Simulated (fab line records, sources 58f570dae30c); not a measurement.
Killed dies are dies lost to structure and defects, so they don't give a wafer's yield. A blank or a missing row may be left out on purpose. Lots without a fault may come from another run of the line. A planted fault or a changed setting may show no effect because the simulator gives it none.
Problem report in the 8D (eight disciplines) form, filled by code | flow berkeley_cmos170 | the parts of the form that need people (team, actions taken, sign-off) are left out

1. THE PROBLEM
M1_AL_RS at UCB170_M1_RS_MEAS_01 reads a mean of 0.0557 ohm/sq on 1 wafer of 1 lot; wafers without a fault read 0.0485 ohm/sq with a standard deviation of 0.00052. That is +14 standard deviations from the usual mean.
The step: measures by four-point-probe.
First seen on wafer L377.3, day 10 13:28, on film_metro-03. The record holds 39 wafers of 13 lots with a number at this step. Rule for "out", or "out of limits": more than 4 standard deviations from the usual mean. The other wafers with a number count as sound.

2. WHAT IT IS AND WHAT IT IS NOT
question                    | is                | is not
which readings at this step | M1_AL_RS          | -
which lots                  | L377              | L367, L368, L369, L371, L372, L373, L375, L376, L378, L380, L381, L389
which wafers of those lots  | L377.3            | L377.4, L377.6
read on which gauges        | film_metro-03     | film_metro-02, film_metro-04
when                        | from day 10 13:28 | up to then (32 sound wafers); but 6 sound wafers of L380, L389 came after

3. SUSPECTS, AND WHAT RULES EACH OUT
Counting: a tool at a process step up to the reading stays a suspect if it ran every lot that is out. Sound lots after the first of them don't rule it out here, since some wafers of a struck lot are sound.
- the gauge at UCB170_M1_RS_MEAS_01: kept. All the wafers that are out were read on film_metro-03, and no step on other tools shows them out.
- rtp_anneal-02 at UCB170_SDANNEAL_RTA_01 (time 5 s): kept. It ran the lot that is out, L377 (day 10 05:23); its last sound lot up to then is L373 (day 9 00:41).
- pvd_sputter-03 at UCB170_M1_SPUTTER_00 (material Al, target thk 600 nm, time 80 s): kept. It ran the lot that is out, L377 (day 10 13:22); its last sound lot up to then is L375 (day 9 07:18).
Left after counting: rtp_anneal-02 at UCB170_SDANNEAL_RTA_01, pvd_sputter-03 at UCB170_M1_SPUTTER_00, film_metro-03 at UCB170_M1_RS_MEAS_01.

4. THE CAUSE (what the simulator had put in)
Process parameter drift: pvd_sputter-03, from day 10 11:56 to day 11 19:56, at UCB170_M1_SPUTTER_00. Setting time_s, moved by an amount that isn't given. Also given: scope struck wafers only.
Counting left 3 suspects, and this tool is among them.

5. THE CHAIN OF EFFECTS, in route order
Each row: a reading whose mean over the struck wafers that have a number lies more than 3 standard deviations from the usual. Only readings for which the record gives a usual standard deviation are gone through. hours: the time from each lot's start at the first step in this table that gives one to its start at this step, as a median over the lots. sigmas: the change in usual standard deviations.
hours | step                  | reading   | usual         | on struck wafers | change  | sigmas
0     | UCB170_M1_RS_MEAS_01  | M1_AL_RS  | 0.0485 ohm/sq | 0.0557           | +0.0072 | +14
0     | UCB170_M1_THK_MEAS_02 | M1_AL_THK | 601 nm        | 529              | -72     | -10

6. WHAT WOULD HAVE CAUGHT IT SOONER
In this record the first reading out of limits at a measuring or inspecting step was taken at day 10 13:28, 2 hours after the fault began at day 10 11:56.
Of the tool readings at UCB170_M1_SPUTTER_00 for which the record gives a usual standard deviation, none was out on any struck wafer, so an alarm limit of 4 standard deviations on them would not have fired.
All the lots that are out (1) had begun UCB170_M1_SPUTTER_00 on pvd_sputter-03 by day 10 13:28. A hold on the tool at that time would have spared none of them.
